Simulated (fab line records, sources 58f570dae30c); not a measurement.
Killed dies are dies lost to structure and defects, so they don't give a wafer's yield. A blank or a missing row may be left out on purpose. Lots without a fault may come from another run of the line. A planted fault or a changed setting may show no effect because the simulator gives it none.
Split-lot experiment | flow berkeley_cmos170 | 5 lots, 27 wafers read, on a route of 331 steps

THE SPLIT
At UCB170_M3_SPUTTER_01 (material Al, target thk 900 nm, time 120 s), the setting time_s was moved away from the recipe's 120 s on 9 of the 27 wafers read, by -26.2% to +28.9%. The other wafers ran this setting at the recipe's value.

FROM THE SPLIT TO THE READING: what the file shows between them, 5 steps
- UCB170_M3_RS_MEAS_02: measures by four-point-probe
- UCB170_M3_THK_MEAS_03: measures by xrf
- UCB170_M3_HMDS_04: prime time 60 s
- UCB170_M3_COAT_05: resist thk 900 nm
- UCB170_M3_ETCH_17: etches BARC in N2/H2

THE READING
oes_product_au, in a.u., at UCB170_M3_METAL_ETCH_18 (etches Al in Cl2/BCl3, stops on SiO2, target depth 1170 nm, time 195 s). Fault-free wafers of this fab line usually give 0.864 a.u., standard deviation 0.017 a.u..

wafer  | tool, chamber at the split | time_s as run, s | against the recipe | oes_product_au, a.u. | against lot-mates on the recipe
L075.1 | pvd_sputter-03, -          | 120              | recipe             | 0.870                | -
L075.2 | pvd_sputter-03, -          | 120              | recipe             | 0.876                | -
L075.3 | pvd_sputter-03, -          | 120              | recipe             | 0.861                | -
L075.4 | pvd_sputter-03, -          | 120              | recipe             | 0.869                | -
L075.5 | pvd_sputter-03, -          | 120              | recipe             | 0.860                | -
L075.6 | pvd_sputter-03, -          | 120              | recipe             | 0.878                | -
L074.1 | pvd_sputter-04, -          | 120              | recipe             | 0.859                | -
L074.2 | pvd_sputter-04, -          | 120              | recipe             | 0.866                | -
L074.3 | pvd_sputter-04, -          | 120              | recipe             | 0.870                | -
L076.1 | pvd_sputter-02, -          | 120              | recipe             | 0.875                | -
L076.2 | pvd_sputter-02, -          | 139.4            | +16.2%             | 0.957                | +0.085
L076.3 | pvd_sputter-02, -          | 120              | recipe             | 0.873                | -
L076.4 | pvd_sputter-02, -          | 120              | recipe             | 0.868                | -
L076.5 | pvd_sputter-02, -          | 139.4            | +16.2%             | 0.950                | +0.078
L076.6 | pvd_sputter-02, -          | 139.4            | +16.2%             | 0.956                | +0.084
L080.1 | pvd_sputter-04, -          | 120              | recipe             | 0.861                | -
L080.2 | pvd_sputter-04, -          | 88.55            | -26.2%             | 0.709                | -0.144
L080.3 | pvd_sputter-04, -          | 120              | recipe             | 0.828                | -
L080.4 | pvd_sputter-04, -          | 120              | recipe             | 0.870                | -
L080.5 | pvd_sputter-04, -          | 88.55            | -26.2%             | 0.705                | -0.148
L080.6 | pvd_sputter-04, -          | 88.55            | -26.2%             | 0.743                | -0.110
L084.1 | pvd_sputter-04, -          | 154.7            | +28.9%             | 0.986                | +0.151
L084.2 | pvd_sputter-04, -          | 154.7            | +28.9%             | 0.946                | +0.111
L084.3 | pvd_sputter-04, -          | 120              | recipe             | 0.829                | -
L084.4 | pvd_sputter-04, -          | 154.7            | +28.9%             | 1.001                | +0.166
L084.5 | pvd_sputter-04, -          | 120              | recipe             | 0.860                | -
L084.6 | pvd_sputter-04, -          | 120              | recipe             | 0.817                | -

THE FIT
A straight line over all 27 wafers: oes_product_au changes by +0.00485 a.u. for each +1% of time_s; r = +0.96; the points scatter about the line by 0.021 a.u..
The same after taking each lot's own level away (the mean of its wafers on the recipe; 27 wafers): +0.00503 a.u. for each +1%; r = +0.98; scatter 0.014 a.u..
On that fit, the largest move of time_s shifts the reading by 0.15 a.u..
The lots' own levels span 0.8353 to 0.8720 a.u., that is 2.2 times the standard deviation above.
So the lot-to-lot level changes the slope little: the two slopes agree.
Check: with one of the wafers moved furthest among these (+28.9%) left out of the fit, the line predicts +0.144 a.u. for it against its lot-mates. It came out at +0.151 a.u. against them.

OTHER SPLITS ON THESE WAFERS
These wafers also went through other splits before the reading. Each is held against what the fit with the lots' levels taken away leaves over:
other split on the same wafers      | wafers away from the commonest value | r with oes_product_au (lot level and that fit taken away)
UCB170_START_OXIDATION_02 ox_time_s | 18                                   | -0.02
UCB170_ZERO_ETCH_06 target_depth_a  | 6                                    | -0.13
UCB170_GATE_ETCH_15 target_depth_a  | 12                                   | +0.00
UCB170_SPACER_ANNEAL_02 time_s      | 21                                   | +0.01

THE WHOLE CHAIN: every reading that the file lists as answering this split, in the file's order
step                    | what it does                                                           | reading                                                                     | change (the file's fit)                   | r (the file's)
UCB170_M3_SPUTTER_01    | material Al, target thk 900 nm, time 120 s                             | Al_of_M3_SPUTTER_01.thk_nm (the simulator's own value, which no gauge read) | +9.04 nm for each +1% of the setting      | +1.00
UCB170_M3_RS_MEAS_02    | measures by four-point-probe                                           | M3_AL_RS                                                                    | -0.000333 for each +1% of the setting     | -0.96
UCB170_M3_THK_MEAS_03   | measures by xrf                                                        | M3_AL_THK                                                                   | +8.85 for each +1% of the setting         | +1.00
UCB170_M3_METAL_ETCH_18 | etches Al in Cl2/BCl3, stops on SiO2, target depth 1170 nm, time 195 s | oes_product_au                                                              | +0.00503 a.u. for each +1% of the setting | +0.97

THE FILE'S OWN FIT
oes_product_au changes by +0.00503 a.u. for each +1% of time_s, r = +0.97.
